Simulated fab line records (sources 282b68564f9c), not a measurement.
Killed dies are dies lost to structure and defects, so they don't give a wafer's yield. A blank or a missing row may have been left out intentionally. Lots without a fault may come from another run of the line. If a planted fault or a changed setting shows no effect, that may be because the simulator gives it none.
fab line records -- flow ritCmos
record: lots: 14, wafers: 42, lastDay: 7
route steps=202 shown NSD@140 PSD@150 NLDD@160 CONTACT@181 M1@202
lots with no fault: from the same line, run without faults
startH: start of the lot's first displayed wafer, in hours after the record's first day -- waitH: hours since the lot's step before -- " same as the row above -- L1.1+2: one row covering several wafers at once -- - value missing, or start not given -- * or withheld: withheld -- < > ~ a bound
route shown NAME@n: NAME is a module with steps in the file, n the number in the route of the first one -- usual: the fault-free wafers' mean and standard deviation -- same: alike in all rows -- chamber/n: place in a boat -- sites: the reading at each site -- _std_site: how widely they spread, as a standard deviation -- _edge_site: mean of outer sites minus mean of inner sites -- radiusMm: how far each site lies from the wafer's centre -- mask NAME#n: copy n -- behind: the last tool/chamber to shape the wafer -- hold: why the lot went on hold/how many hours it stayed there/how the hold came to an end -- device: transistor that didn't switch, given as n, p or np -- end of line: tests run on the same wafers once the route is complete -- where a step has no rows: the recipe by itself -- killed: dies that structure and defects cost at the first sort, which is not the same as the wafer's yield -- map: a wafer's dies, x killed, . not, _ none there
set.NAME: the setting as run; set.NAME@STEP: as run at that earlier step -- model.NAME: the simulator's own value behind a step, which no gauge read
the route's steps for a sample of lots (tables are steps, rows are wafers)
services: the hour from which a tool's chamber was out of use, counted from the record's first day as startH (under 0 if before that day), plus the number of hours and why
== steps ==
step: RIT_NSD_STRIP_09
recipe: chemistry: O2, timeS: 180, resist: NOVOLAK, platenTempC: withheld, powerW: 500, pressureMtorr: 4000, o2FlowSccm: 4000
usual: drypumpMotorCurrentA: 5.39/0.21
lot.wafer,tool,chamber,startH,waitH,drypumpMotorCurrentA,rfHoursCounterH
L674.1,plasmaAsher-01,1,60.21,0.1,5.13,37
L674.3,plasmaAsher-01,0,60.21,0.1,5.53,-
L674.4,plasmaAsher-01,1,60.21,0.1,5.14,-
L676.3,plasmaAsher-04,1,64.45,0.1,5.13,-
L676.5,plasmaAsher-04,0,64.45,0.1,5.61,-
L676.6,plasmaAsher-04,1,64.45,0.1,5.12,-
L675.1,plasmaAsher-04,0,66.05,0.1,5.61,26
L675.2,plasmaAsher-04,1,66.05,0.1,5.14,26
L675.3,plasmaAsher-04,0,66.05,0.1,5.60,-
L677.1,plasmaAsher-02,0,70.83,0.1,5.53,43
L677.2,plasmaAsher-02,1,70.83,0.1,5.49,43
L677.3,plasmaAsher-02,0,70.83,0.1,5.55,-
L678.2,plasmaAsher-01,0,75.91,0.1,5.52,39
L678.3,plasmaAsher-01,0,75.91,0.1,5.51,-
L678.6,plasmaAsher-01,0,75.91,0.1,5.52,-
L680.1,plasmaAsher-04,0,83.16,0.1,5.66,28
L680.3,plasmaAsher-04,0,83.16,0.1,5.65,-
L680.5,plasmaAsher-04,0,83.16,0.1,5.66,-
L685.1,plasmaAsher-02,1,107.80,0.1,5.49,47
L685.3,plasmaAsher-02,0,107.80,0.1,5.53,-
L685.5,plasmaAsher-02,0,107.80,0.1,5.55,-
L687.2,plasmaAsher-02,0,117.59,0.1,5.59,48
L687.3,plasmaAsher-02,1,117.59,0.1,5.48,-
L687.6,plasmaAsher-02,0,117.59,0.1,5.58,-
L688.2,plasmaAsher-01,0,123.32,0.1,5.49,45
L688.3,plasmaAsher-01,0,123.32,0.1,5.51,-
L688.5,plasmaAsher-01,0,123.32,0.1,5.53,-
L690.1,plasmaAsher-02,1,131.39,0.1,5.48,50
L690.4,plasmaAsher-02,1,131.39,0.1,5.48,-
L690.5,plasmaAsher-02,1,131.39,0.1,5.49,-
L693.1,plasmaAsher-01,0,147.78,0.1,5.51,47
L693.3,plasmaAsher-01,0,147.78,0.1,5.53,-
L693.6,plasmaAsher-01,1,147.78,0.1,5.15,-
L694.2,plasmaAsher-01,0,151.67,0.1,5.51,48
L694.4,plasmaAsher-01,0,151.67,0.1,5.51,-
L694.6,plasmaAsher-01,0,151.67,0.1,5.51,-
L696.1,plasmaAsher-04,0,163.09,0.1,5.63,37
L696.4,plasmaAsher-04,0,163.09,0.1,5.66,-
L696.6,plasmaAsher-04,1,163.09,0.1,5.15,-
L697.1,plasmaAsher-04,0,167.62,0.1,5.67,37
L697.2,plasmaAsher-04,1,167.62,0.1,5.16,37
L697.6,plasmaAsher-04,1,167.62,0.1,5.15,-
step: RIT_PSD_IMPLANT_08
recipe: species: BF2, energyKev: 27, doseCm2: 5e+15, tiltDeg: 7
usual: beamEnergyKeV: 27.000/0.0084
lot.wafer,tool,chamber,startH,waitH,beamEnergyKeV
L674.1,implanter-02,0,61.61,0.1,26.992
L674.3,implanter-02,0,61.61,0.1,26.994
L674.4,implanter-02,0,61.61,0.1,26.993
L676.3,implanter-03,0,65.83,0.1,27.001
L676.5,implanter-03,0,65.83,0.1,26.991
L676.6,implanter-03,0,65.83,0.1,26.997
L675.1,implanter-01,0,67.44,0.1,26.995
L675.2,implanter-01,0,67.44,0.1,26.975
L675.3,implanter-01,0,67.44,0.1,26.988
L677.1,implanter-02,0,72.46,0.1,27.000
L677.2,implanter-02,0,72.46,0.1,27.016
L677.3,implanter-02,0,72.46,0.1,26.990
L678.2,implanter-03,0,77.21,0.1,27.012
L678.3,implanter-03,0,77.21,0.1,27.009
L678.6,implanter-03,0,77.21,0.1,27.005
L680.1,implanter-02,0,84.64,0.1,27.007
L680.3,implanter-02,0,84.64,0.1,27.008
L680.5,implanter-02,0,84.64,0.1,27.009
L685.1,implanter-01,0,109.21,0.1,25.166
L685.3,implanter-01,0,109.21,0.1,25.170
L685.5,implanter-01,0,109.21,0.1,25.174
L687.2,implanter-01,0,119.10,0.1,25.160
L687.3,implanter-01,0,119.10,0.1,25.164
L687.6,implanter-01,0,119.10,0.1,25.170
L688.2,implanter-02,0,124.61,0.1,26.996
L688.3,implanter-02,0,124.61,0.1,27.006
L688.5,implanter-02,0,124.61,0.1,27.009
L690.1,implanter-03,0,132.66,0.1,27.011
L690.4,implanter-03,0,132.66,0.1,26.992
L690.5,implanter-03,0,132.66,0.1,27.004
L693.1,implanter-02,0,149.05,0.1,27.003
L693.3,implanter-02,0,149.05,0.1,27.005
L693.6,implanter-02,0,149.05,0.1,27.002
L694.2,implanter-02,0,153.09,0.1,26.993
L694.4,implanter-02,0,153.09,0.1,26.998
L694.6,implanter-02,0,153.09,0.1,26.984
L696.1,implanter-02,0,164.39,0.1,26.996
L696.4,implanter-02,0,164.39,0.1,27.017
L696.6,implanter-02,0,164.39,0.1,27.015
L697.1,implanter-03,0,169.11,0.1,27.006
L697.2,implanter-03,0,169.11,0.1,26.998
L697.6,implanter-03,0,169.11,0.1,26.995
step: RIT_SDANNEAL_RS_MEAS_04
recipe: thkMeasGauge: four-point-probe
usual: PSD_RS: 115.9/0.34
lot.wafer,tool,chamber,startH,waitH,hold,PSD_RS[ohm/sq]
L674.1,filmMetro-03,-,62.42,0.0,-,115.7
L674.3,filmMetro-03,-,62.42,0.0,-,115.6
L674.4,filmMetro-03,-,62.42,0.0,-,115.5
L676.3,filmMetro-01,-,66.63,0.1,-,116.2
L676.5,filmMetro-01,-,66.63,0.1,-,116.4
L676.6,filmMetro-01,-,66.63,0.1,-,116.1
L675.1,filmMetro-03,-,68.63,0.0,-,115.4
L675.2,filmMetro-03,-,68.63,0.0,-,115.8
L675.3,filmMetro-03,-,68.63,0.0,-,115.4
L677.1,filmMetro-04,-,73.45,0.0,-,115.8
L677.2,filmMetro-04,-,73.45,0.0,-,116.0
L677.3,filmMetro-04,-,73.45,0.0,-,115.8
L678.2,filmMetro-04,-,78.02,0.1,-,116.2
L678.3,filmMetro-04,-,78.02,0.1,-,116.0
L678.6,filmMetro-04,-,78.02,0.1,-,116.1
L680.1,filmMetro-04,-,85.60,0.0,-,115.8
L680.3,filmMetro-04,-,85.60,0.0,-,116.1
L680.5,filmMetro-04,-,85.60,0.0,-,115.8
L685.1,filmMetro-03,-,110.08,0.0,awaitDispo/0.2h/release,120.4
L685.3,filmMetro-03,-,110.08,0.0,awaitDispo/0.2h/release,120.0
L685.5,filmMetro-03,-,110.08,0.0,awaitDispo/0.2h/release,120.2
L685.1,filmMetro-03,-,110.44,0.3,-,120.5
L685.3,filmMetro-03,-,110.44,0.3,-,120.0
L685.5,filmMetro-03,-,110.44,0.3,-,120.1
L687.2,filmMetro-04,-,119.94,0.1,awaitDispo/0.2h/release,120.3
L687.3,filmMetro-04,-,119.94,0.1,awaitDispo/0.2h/release,119.8
L687.6,filmMetro-04,-,119.94,0.1,awaitDispo/0.2h/release,119.9
L687.2,filmMetro-04,-,120.30,0.3,-,120.2
L687.3,filmMetro-04,-,120.30,0.3,-,120.0
L687.6,filmMetro-04,-,120.30,0.3,-,119.9
L688.2,filmMetro-04,-,125.45,0.1,-,115.9
L688.3,filmMetro-04,-,125.45,0.1,-,115.9
L688.5,filmMetro-04,-,125.45,0.1,-,116.0
L690.1,filmMetro-03,-,133.47,0.0,-,115.5
L690.4,filmMetro-03,-,133.47,0.0,-,115.8
L690.5,filmMetro-03,-,133.47,0.0,-,115.7
L693.1,filmMetro-04,-,149.87,0.0,-,115.7
L693.3,filmMetro-04,-,149.87,0.0,-,116.8
L693.6,filmMetro-04,-,149.87,0.0,-,116.3
L694.2,filmMetro-03,-,153.91,0.1,-,115.4
L694.4,filmMetro-03,-,153.91,0.1,-,115.5
L694.6,filmMetro-03,-,153.91,0.1,-,115.5
L696.1,filmMetro-04,-,165.22,0.0,-,115.6
L696.4,filmMetro-04,-,165.22,0.0,-,115.4
L696.6,filmMetro-04,-,165.22,0.0,-,115.7
L697.1,filmMetro-03,-,170.00,0.0,-,115.1
L697.2,filmMetro-03,-,170.00,0.0,-,115.5
L697.6,filmMetro-03,-,170.00,0.0,-,115.3
step: RIT_SDANNEAL_RS_MEAS_07
recipe: thkMeasGauge: four-point-probe
usual: NLDD_RS: 151.5/0.45
lot.wafer,tool,chamber,startH,waitH,NLDD_RS[ohm/sq]
L674.1,filmMetro-03,-,62.78,0.1,152.0
L674.3,filmMetro-03,-,62.78,0.1,151.7
L674.4,filmMetro-03,-,62.78,0.1,152.0
L676.3,filmMetro-01,-,66.99,0.1,151.2
L676.5,filmMetro-01,-,66.99,0.1,151.6
L676.6,filmMetro-01,-,66.99,0.1,151.2
L675.1,filmMetro-03,-,68.99,0.1,151.8
L675.2,filmMetro-03,-,68.99,0.1,151.5
L675.3,filmMetro-03,-,68.99,0.1,151.9
L677.1,filmMetro-04,-,73.81,0.1,151.2
L677.2,filmMetro-04,-,73.81,0.1,151.5
L677.3,filmMetro-04,-,73.81,0.1,150.9
L678.2,filmMetro-04,-,78.38,0.1,151.1
L678.3,filmMetro-04,-,78.38,0.1,151.7
L678.6,filmMetro-04,-,78.38,0.1,150.9
L680.1,filmMetro-04,-,85.96,0.1,151.3
L680.3,filmMetro-04,-,85.96,0.1,151.4
L680.5,filmMetro-04,-,85.96,0.1,151.1
L685.1,filmMetro-03,-,113.42,0.1,150.7
L685.3,filmMetro-03,-,113.42,0.1,150.5
L685.5,filmMetro-03,-,113.42,0.1,151.1
L687.2,filmMetro-04,-,122.27,0.1,151.9
L687.3,filmMetro-04,-,122.27,0.1,152.0
L687.6,filmMetro-04,-,122.27,0.1,151.5
L688.2,filmMetro-04,-,125.81,0.1,152.0
L688.3,filmMetro-04,-,125.81,0.1,151.2
L688.5,filmMetro-04,-,125.81,0.1,152.1
L690.1,filmMetro-03,-,133.83,0.1,151.1
L690.4,filmMetro-03,-,133.83,0.1,150.9
L690.5,filmMetro-03,-,133.83,0.1,151.6
L693.1,filmMetro-04,-,150.23,0.1,151.6
L693.3,filmMetro-04,-,150.23,0.1,151.2
L693.6,filmMetro-04,-,150.23,0.1,151.8
L694.2,filmMetro-03,-,154.27,0.1,151.4
L694.4,filmMetro-03,-,154.27,0.1,151.5
L694.6,filmMetro-03,-,154.27,0.1,151.6
L696.1,filmMetro-04,-,165.58,0.1,151.9
L696.4,filmMetro-04,-,165.58,0.1,152.1
L696.6,filmMetro-04,-,165.58,0.1,152.5
L697.1,filmMetro-03,-,170.36,0.1,151.3
L697.2,filmMetro-03,-,170.36,0.1,151.0
L697.6,filmMetro-03,-,170.36,0.1,151.7
step: RIT_CONTACT_CD_MEAS_90
recipe: targetCdNm: 1000
usual: cdNm: 999.5/1.8
lot.wafer,tool,chamber,startH,waitH,cdNm
L674.1,cdSem-01,-,65.51,0.1,999.8
L674.3,cdSem-01,-,65.51,0.1,1000.5
L674.4,cdSem-01,-,65.51,0.1,1000.5
L676.3,cdSem-02,-,69.51,0.1,999.9
L676.5,cdSem-02,-,69.51,0.1,999.5
L676.6,cdSem-02,-,69.51,0.1,998.0
L675.1,cdSem-02,-,71.38,0.1,999.3
L675.2,cdSem-02,-,71.38,0.1,998.9
L675.3,cdSem-02,-,71.38,0.1,998.8
L677.1,cdSem-01,-,76.33,0.1,997.2
L677.2,cdSem-01,-,76.33,0.1,999.3
L677.3,cdSem-01,-,76.33,0.1,997.2
L678.2,cdSem-02,-,80.89,0.1,999.7
L678.3,cdSem-02,-,80.89,0.1,1001.1
L678.6,cdSem-02,-,80.89,0.1,1000.7
L680.1,cdSem-01,-,88.35,0.1,1001.7
L680.3,cdSem-01,-,88.35,0.1,999.2
L680.5,cdSem-01,-,88.35,0.1,999.2
L685.1,cdSem-02,-,116.14,0.1,999.4
L685.3,cdSem-02,-,116.14,0.1,1001.3
L685.5,cdSem-02,-,116.14,0.1,999.3
L687.2,cdSem-02,-,125.24,0.1,1001.4
L687.3,cdSem-02,-,125.24,0.1,999.3
L687.6,cdSem-02,-,125.24,0.1,1002.1
L688.2,cdSem-02,-,128.35,0.1,998.4
L688.3,cdSem-02,-,128.35,0.1,998.0
L688.5,cdSem-02,-,128.35,0.1,998.2
L690.1,cdSem-01,-,136.36,0.1,1001.0
L690.4,cdSem-01,-,136.36,0.1,1001.7
L690.5,cdSem-01,-,136.36,0.1,1002.4
L693.1,cdSem-02,-,152.85,0.1,1001.8
L693.3,cdSem-02,-,152.85,0.1,1000.3
L693.6,cdSem-02,-,152.85,0.1,1001.2
L694.2,cdSem-02,-,156.66,0.1,999.3
L694.4,cdSem-02,-,156.66,0.1,1002.7
L694.6,cdSem-02,-,156.66,0.1,999.7
L696.1,cdSem-01,-,168.16,0.1,1003.7
L696.4,cdSem-01,-,168.16,0.1,1001.6
L696.6,cdSem-01,-,168.16,0.1,1001.5
L697.1,cdSem-02,-,173.08,0.1,994.3
L697.2,cdSem-02,-,173.08,0.1,997.2
L697.6,cdSem-02,-,173.08,0.1,998.8
step: RIT_M1_PROBE_99
usual: killedAtContacts: 0.0/0.18, killedAtFrontEnd: 7/3, killedDies: 7/3, killedOpen: 3.6/1.9, killedShort: 3.2/1.8
same: grossDies: 264, killed_at_M0_to_M3: 0, killed_at_M4_up: 0, killedAtBackSide: 0, killedAtOther: 0
lot.wafer,tool,chamber,startH,waitH,killedAtContacts,killedAtFrontEnd,killedDies,killedOpen,killedShort
L678.2,prober-02,-,85.46,0.1,0,3,3,3,0
L678.3,prober-02,-,85.51,0.2,0,3,3,2,1
L678.6,prober-02,-,85.66,0.2,0,4,4,3,1
L685.1,prober-01,-,121.16,0.1,0,6,6,4,2
L685.3,prober-01,-,121.26,0.2,0,7,7,3,4
L685.5,prober-01,-,121.36,0.2,0,5,5,3,2
L687.2,prober-01,-,130.36,0.1,0,10,10,6,4
L687.3,prober-01,-,130.41,0.2,0,6,6,5,1
L687.6,prober-01,-,130.56,0.2,1,6,7,6,1
L690.1,prober-02,-,141.17,0.1,0,6,6,3,3
L690.4,prober-02,-,141.32,0.2,0,3,3,2,1
L690.5,prober-02,-,141.37,0.2,0,3,3,2,1
killed by level:class
L678.2 FOX1:geometricParticle:open=1 GATE:geometricParticle:open=1 SILICIDE:geometricParticle:open=1
L678.3 FOX1:geometricParticle:short=1 GATE:geometricParticle:open=1 SILICIDE:geometricParticle:open=1
L678.6 FOX1:geometricParticle:open=1 GATE:geometricParticle:open=1 GATE:geometricParticle:short=1 SPACER:geometricParticle:open=1
L685.1 FOX1:geometricParticle:open=3 GATE:geometricParticle:short=1 SPACER:geometricParticle:short=1 SILICIDE:geometricParticle:open=1
L685.3 GATE:geometricParticle:short=3 FOX1:geometricParticle:open=1 FOX2:geometricParticle:short=1 GATE:geometricParticle:open=1 REOX:geometricParticle:open=1
L685.5 SILICIDE:geometricParticle:short=2 FOX1:geometricParticle:open=1 REOX:geometricParticle:open=1 SPACER:geometricParticle:open=1
L687.2 GATE:geometricParticle:open=2 REOX:geometricParticle:short=2 FOX1:geometricParticle:open=1 FOX2:geometricParticle:short=1 GATE:geometricParticle:short=1 REOX:geometricParticle:open=1 SPACER:geometricParticle:open=1 SILICIDE:geometricParticle:open=1
L687.3 REOX:geometricParticle:open=2 FOX1:geometricParticle:open=1 GATE:geometricParticle:open=1 REOX:geometricParticle:short=1 SPACER:geometricParticle:open=1
L687.6 GATE:geometricParticle:open=2 GATE:geometricParticle:short=1 REOX:geometricParticle:open=1 SPACER:geometricParticle:open=1 SILICIDE:geometricParticle:open=1 CONTACT:geometricParticle:open=1
L690.1 GATE:geometricParticle:open=3 REOX:geometricParticle:short=2 GATE:geometricParticle:short=1
L690.4 GATE:geometricParticle:open=2 GATE:geometricParticle:short=1
L690.5 FOX1:geometricParticle:open=1 GATE:geometricParticle:short=1 GATE:geometricParticle:open=1
== services ==
tool,chamber,startH,hours,kind
implanter-01,-,49.99,3.0,repair
implanter-02,-,51.63,2.8,repair
plasmaAsher-04,-,73.26,1.3,repair
plasmaAsher-04,-,131.30,3.8,repair
plasmaAsher-02,-,153.93,14.6,pm
implanter-03,-,156.40,3.4,pm
plasmaAsher-04,-,157.03,1.3,repair
== key ==
firstSign: step: RIT_PSD_IMPLANT_08, reading: beamEnergyKeV, direction: down, sigmas: 99+, usual: 27.000, struck: 25.167
effect: step: RIT_SDANNEAL_RS_MEAS_04, reading: visit, direction: added
effect: step: RIT_SDANNEAL_RS_MEAS_04, reading: PSD_RS, direction: up, sigmas: 13, usual: 115.9, struck: 120.1
metAt RIT_PSD_IMPLANT_08
struckLots L685,L687
testerLeftOut L685,L687
notActingAt RIT_NSD_STRIP_09,RIT_SDANNEAL_RS_MEAS_07,RIT_CONTACT_CD_MEAS_90
onsetBetween 67.44 109.21
fault: kind: processParameterDrift, tool: implanter-01, chamber: -, onsetH: 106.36, steps: RIT_PSD_IMPLANT_08, channel: energyKev, offset: -1.8301, shape: step, endH: 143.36, actsIn: theseRecipesOnly, stated: 27
testerLeftOut: of these lots the tester's yield and bins aren't shown, on N5 and GAA mostly nor the transistor test; their killed dies are dies lost to structure and defects alone, not to doping, threshold or leakage, so they don't give the yield
